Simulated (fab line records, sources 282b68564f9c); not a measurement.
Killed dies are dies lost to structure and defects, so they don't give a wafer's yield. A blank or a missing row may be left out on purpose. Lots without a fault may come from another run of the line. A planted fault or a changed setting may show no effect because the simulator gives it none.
One fault seen from 2 desks | flow rit_cmos | each desk has only its own numbers; what lay behind them comes last

THE TOOL OWNER'S DESK: pvd_sputter-03
The tool's own readings at RIT_M1_SPUTTER_00 (material Al, target thk 400 nm, time 500 s): means of the sampled wafers that have a number, for each lot that ran on this tool. A lot is out of limits, marked OUT, if its mean lies more than 4 standard deviations from the usual mean; the brackets give that distance.
Columns: A = throttle_valve_pct at RIT_M1_SPUTTER_00, usual 29.8 %
lot  | first seen here | A
L363 | day 3 16:07     | 29.6
L365 | day 4 01:05     | 29.3
L367 | day 4 07:13     | 29.4
L376 | day 6 03:25     | 29.2
This desk's finding: nothing out of limits on any of the 4 lots.

THE METROLOGY DESK
What the gauges read, lot by lot, whatever tool the lot ran on: means of the sampled wafers that have a number. A lot is out of limits, marked OUT, if its mean lies more than 4 standard deviations from the usual mean; the brackets give that distance.
Columns: A = M1_AL_RS at RIT_M1_RS_MEAS_01, usual 0.0733 ohm/sq; B = M1_AL_THK at RIT_M1_THK_MEAS_02, usual 405 nm
lot  | first seen here | A                | B
L362 | day 3 08:31     | 0.0740           | 401
L363 | day 3 16:26     | 0.0749           | 397
L365 | day 4 01:23     | 0.0735           | 407
L364 | day 4 01:46     | 0.0731           | 401
L366 | day 4 03:05     | 0.0733           | 405
L367 | day 4 07:33     | 0.0730           | 402
L376 | day 6 03:47     | 0.0624 (-15) OUT | 500 (+22) OUT
L377 | day 6 08:28     | 0.0735           | 405
L379 | day 6 21:14     | 0.0742           | 399
L381 | day 7 04:47     | 0.0735           | 405
L383 | day 7 15:08     | 0.0735           | 405
L385 | day 8 00:17     | 0.0729           | 406
This desk's finding: out of limits on L376; first on L376, day 6 03:47 (M1_AL_RS at RIT_M1_RS_MEAS_01). In limits: L362, L363, L365, L364, L366, L367, L377, L379, L381, L383, L385.

PUT TOGETHER
The metrology desk could have raised an alarm at day 6 03:47, on L376.
The tool owner's desk saw nothing out of limits.
The tool owner's desk has L376 on record, within its limits.
Of the lots named, all ran RIT_M1_SPUTTER_00 on pvd_sputter-03.

WHAT THE SIMULATOR HAD PUT IN
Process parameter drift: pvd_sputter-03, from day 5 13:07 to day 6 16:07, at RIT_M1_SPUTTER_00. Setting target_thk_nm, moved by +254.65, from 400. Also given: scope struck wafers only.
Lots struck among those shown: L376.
Hours from the fault's start to each desk's first reading out of limits: the metrology desk, 15.
